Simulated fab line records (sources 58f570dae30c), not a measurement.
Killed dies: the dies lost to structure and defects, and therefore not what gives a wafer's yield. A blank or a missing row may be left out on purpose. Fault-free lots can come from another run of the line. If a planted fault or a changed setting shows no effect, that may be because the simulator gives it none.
What tool caused it? + flow berkeley-cmos170 + 7 lots, 21 wafers sampled, at 2 steps of a route of 331

== WHAT THE GAUGES SHOWED, per wafer ==
UCB170_NWELL_OVL_MEAS_12.
| lot  | measured    | on         | NWELL_OVL (nm) |
|------|-------------|------------|----------------|
| L387 | day 2 15:35 | overlay-01 | -4 -4 -6       |
| L389 | day 3 02:13 | overlay-01 | 1 2 -2         |
| L392 | day 3 18:47 | overlay-02 | 3 0 3          |
| L398 | day 5 00:43 | overlay-02 | 675 677 682    |
| L400 | day 5 10:06 | overlay-01 | -2 -2 -9       |
| L403 | day 6 01:42 | overlay-02 | 675 679 686    |
| L409 | day 7 11:41 | overlay-02 | 0 1 6          |

== WHAT TOOL EACH LOT RAN ON (gives the tool, then ch and the chambers of the sampled wafers, and finally the start) ==
| lot  | UCB170_NWELL_EXPOSE_09           |
|------|----------------------------------|
| L387 | krf-scanner-01 ch 0, day 2 15:13 |
| L389 | krf-scanner-01 ch 0, day 3 01:38 |
| L392 | krf-scanner-01 ch 0, day 3 18:24 |
| L398 | krf-scanner-02 ch 0, day 5 00:19 |
| L400 | krf-scanner-01 ch 0, day 5 09:25 |
| L403 | krf-scanner-02 ch 0, day 6 01:19 |
| L409 | krf-scanner-01 ch 0, day 7 11:17 |
- UCB170_NWELL_EXPOSE_09: exposes mask NWELL, target cd 3000 nm.

== THE ANSWER, worked out from the rows above alone ==
Rule: what is usual is taken from the lots themselves. The widest of any qualifying gaps counts: lots, ordered by their means at a reading, are off when they make up no more than a third of the lots, leave a main group of 4 or more, and stand apart from it by 3 or more times the standard deviation of that group's means. The tables above print the reading to a certain number of digits; a main group whose means all agree to those digits is not used. Also off: a lot with no number at a reading for which 4 or more lots have one. Where the step has rows for the other lots, those lots are counted as sound.
Off: L398, L403, seen at UCB170_NWELL_OVL_MEAS_12 (NWELL_OVL). Mean -1 nm and standard deviation 3 in the main group.
A tool fits if, at a process step before that reading, it ran every lot that is off, and no sound lot after the first of them. Those tools and the gauges at UCB170_NWELL_OVL_MEAS_12 are tried in the same way. One fits: UCB170_NWELL_EXPOSE_09 on krf-scanner-02. It ran no sound lot before its first lot that is off in this sample, so the start can't be narrowed down.

== WHAT HAD BEEN PUT IN BY THE SIMULATOR ==
Scanner matching overlay: krf-scanner-02, from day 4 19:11 on, at UCB170_NWELL_EXPOSE_09. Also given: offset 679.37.
Lots struck among those shown: L398, L403. This agrees with what the rule above found.
